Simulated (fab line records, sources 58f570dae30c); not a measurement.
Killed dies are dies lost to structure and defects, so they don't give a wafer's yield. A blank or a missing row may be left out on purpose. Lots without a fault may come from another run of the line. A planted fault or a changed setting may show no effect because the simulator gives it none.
One fault seen from 2 desks | flow berkeley_cmos170 | each desk has only its own numbers; what lay behind them comes last

THE TOOL OWNER'S DESK: furnace-01
The tool's own readings at UCB170_FIELD_OXIDATION_01 (target thk 558.3 nm, ox time 7200 s): means of the sampled wafers that have a number, for each lot that ran on this tool. A lot is out of limits, marked OUT, if its mean lies more than 4 standard deviations from the usual mean; the brackets give that distance.
Columns: A = spike_tc_centre_C at UCB170_FIELD_OXIDATION_01, usual 1003.0 C; B = spike_tc_load_C at UCB170_FIELD_OXIDATION_01, usual 1027 C; C = spike_tc_source_C at UCB170_FIELD_OXIDATION_01, usual 1024.4 C; D = tube_center_temp_C at UCB170_FIELD_OXIDATION_01, usual 1000 C; E = tube_center_temp_C_max at UCB170_FIELD_OXIDATION_01, usual 1002.6
lot  | first seen here | A                | B               | C                 | D                      | E
L290 | day 4 06:11     | 1003.1           | 1024            | 1023.2            | 1000                   | 1002.6
L291 | day 4 15:36     | 1002.1           | 1026            | 1021.6            | 1000                   | 1002.4
L298 | day 5 18:31     | 1002.7           | 1025            | 1023.2            | 1000                   | 1002.6
L303 | day 7 06:43     | 1022.1 (+19) OUT | 1046 (+5.6) OUT | 1042.1 (+8.1) OUT | 1020 (+99 or more) OUT | 1023.0 (+52) OUT
L304 | day 7 06:43     | 1023.3 (+20) OUT | 1045 (+5.4) OUT | 1042.7 (+8.3) OUT | 1020 (+99 or more) OUT | 1022.6 (+51) OUT
This desk's finding: out of limits on L303, L304; first on L303, day 7 06:43 (spike_tc_centre_C at UCB170_FIELD_OXIDATION_01). In limits: L290, L291, L298.

THE METROLOGY DESK
What the gauges read, lot by lot, whatever tool the lot ran on: means of the sampled wafers that have a number. A lot is out of limits, marked OUT, if its mean lies more than 4 standard deviations from the usual mean; the brackets give that distance.
Columns: A = FIELD_OXIDE_THK at UCB170_FIELD_THK_MEAS_02, usual 563 nm; B = FIELD_OXIDE_LEFT_1_THK at UCB170_FIELD_THK_MEAS_90, usual 446 nm; C = FIELD_OXIDE_LEFT_2_THK at UCB170_FIELD_THK_MEAS_91, usual 358 nm; D = PLDD_TW at UCB170_PLDD_TW_MEAS_11, usual 1012; E = V2_POLISHED_THK at UCB170_V2_THK_MEAS_04, usual 999.9 nm
lot  | first seen here | A              | B              | C              | D    | E
L290 | day 4 09:11     | 555            | 439            | 351            | 1009 | 1000.8
L291 | day 4 18:36     | 563            | 445            | 356            | 1014 | 999.3
L292 | day 5 06:40     | 565            | 448            | 359            | 1006 | 998.7
L295 | day 5 12:29     | 541            | 425            | 337            | 1008 | 999.0
L296 | day 5 12:31     | 567            | 451            | 363            | 1011 | 998.6
L294 | day 5 12:34     | 551            | 434            | 345            | 1011 | 1000.4
L298 | day 5 21:31     | 544            | 427            | 339            | 1006 | 1001.3
L303 | day 7 09:43     | 644 (+7.4) OUT | 527 (+7.4) OUT | 438 (+7.3) OUT | 1021 | 997.7
L304 | day 7 09:45     | 650 (+7.9) OUT | 534 (+8.0) OUT | 447 (+8.1) OUT | 1021 | 1000.1
L307 | day 7 18:38     | 545            | 429            | 342            | 1025 | 999.8
L306 | day 7 18:39     | 554            | 436            | 348            | 1023 | 1001.2
L308 | day 8 06:05     | 561            | 445            | 358            | 1021 | 1000.6
L309 | day 8 15:17     | 563            | 445            | 356            | 1012 | 1000.3
L310 | day 8 15:18     | 566            | 450            | 361            | 1008 | 1000.1
This desk's finding: out of limits on L303, L304; first on L303, day 7 09:43 (FIELD_OXIDE_THK at UCB170_FIELD_THK_MEAS_02). In limits: L290, L291, L292, L295, L296, L294, L298, L307, L306, L308, L309, L310.

PUT TOGETHER
The tool owner's desk could have raised an alarm at day 7 06:43, on L303, L304.
The metrology desk could have raised an alarm at day 7 09:43, on L303, L304.
Of the lots named, all ran UCB170_FIELD_OXIDATION_01 on furnace-01.

WHAT THE SIMULATOR HAD PUT IN
Process parameter drift: furnace-01, from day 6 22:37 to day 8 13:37, at UCB170_FIELD_OXIDATION_01. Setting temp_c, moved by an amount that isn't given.
Lots struck among those shown: L303, L304.
Hours from the fault's start to each desk's first reading out of limits: the tool owner's desk, 8; the metrology desk, 11.
